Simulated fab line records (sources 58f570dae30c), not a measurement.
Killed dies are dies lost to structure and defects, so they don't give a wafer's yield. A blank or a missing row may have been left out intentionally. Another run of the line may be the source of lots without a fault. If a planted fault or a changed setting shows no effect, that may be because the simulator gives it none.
What tool caused it? ; flow berkeley-cmos170 ; 21 wafers from 7 lots sampled at 3 of the route's 331 steps

## WHAT THE GAUGES SHOWED, per wafer
UCB170_NSD_TW_MEAS_10.
lot;measured;on;NSD_TW
L839;day 8 05:23;film-metro-03;4157 4181 4175
L844;day 9 09:55;film-metro-03;4196 4175 4170
L848;day 9 21:05;film-metro-03;4184 4175 4188
L852;day 11 00:17;film-metro-04;4381 4355 4385
L856;day 11 21:28;film-metro-04;4208 4210 4202
L860;day 12 04:56;film-metro-02;4230 4206 4222
L862;day 13 08:04;film-metro-04;4202 4175 4208

## TOOL THAT RAN EACH LOT (tool first, then ch and the chambers of the sampled wafers, then the start)
lot;UCB170_NSD_IMPLANT_08;UCB170_NSD_STRIP_09
L839;implanter-03 ch 0, day 8 05:10;plasma-asher-04 ch 0,1, day 8 05:17
L844;implanter-02 ch 0, day 9 09:40;plasma-asher-01 ch 0, day 9 09:49
L848;implanter-03 ch 0, day 9 20:51;plasma-asher-04 ch 0,1, day 9 20:59
L852;implanter-02 ch 0, day 11 00:02;plasma-asher-02 ch 0,1, day 11 00:11
L856;implanter-03 ch 0, day 11 21:13;plasma-asher-04 ch 0,1, day 11 21:22
L860;implanter-03 ch 0, day 12 04:41;plasma-asher-01 ch 0, day 12 04:49
L862;implanter-03 ch 0, day 13 07:49;plasma-asher-02 ch 0,1, day 13 07:58
- UCB170_NSD_IMPLANT_08
- UCB170_NSD_STRIP_09: strips in O2.

## THE ANSWER, worked out from the rows above alone
Rule: the lots themselves supply what counts as usual. Put in order of their means at a reading, lots are off if they are a third of the lots or fewer, leave a main group of 4 or more, and stand apart from it by a gap of 3 or more times the standard deviation of the main group's means; of several such gaps the widest counts. Not used: any main group whose means are identical at the precision the tables above print for the reading. Also off: a lot with no number at a reading for which 4 or more lots have one. The other lots that the step has rows for count as sound.
Off: at UCB170_NSD_TW_MEAS_10 (NSD_TW), L852. The main group: mean 4192, standard deviation 17.
A tool fits if, at a process step before that reading, it ran every lot that is off, and no sound lot after the first of them. Those tools and the gauges at UCB170_NSD_TW_MEAS_10 are tried in the same way. One fits: implanter-02 at UCB170_NSD_IMPLANT_08. A fault onset in the window from L844 (day 9 09:40, its last sound lot) to L852 (day 11 00:02, its first lot off) fits.

## WHAT WAS PUT IN BY THE SIMULATOR
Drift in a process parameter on implanter-02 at UCB170_NSD_IMPLANT_08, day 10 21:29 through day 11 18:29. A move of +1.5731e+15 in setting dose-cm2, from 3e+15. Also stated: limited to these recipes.
Struck lots among those shown: L852. The same result came from the rule above.
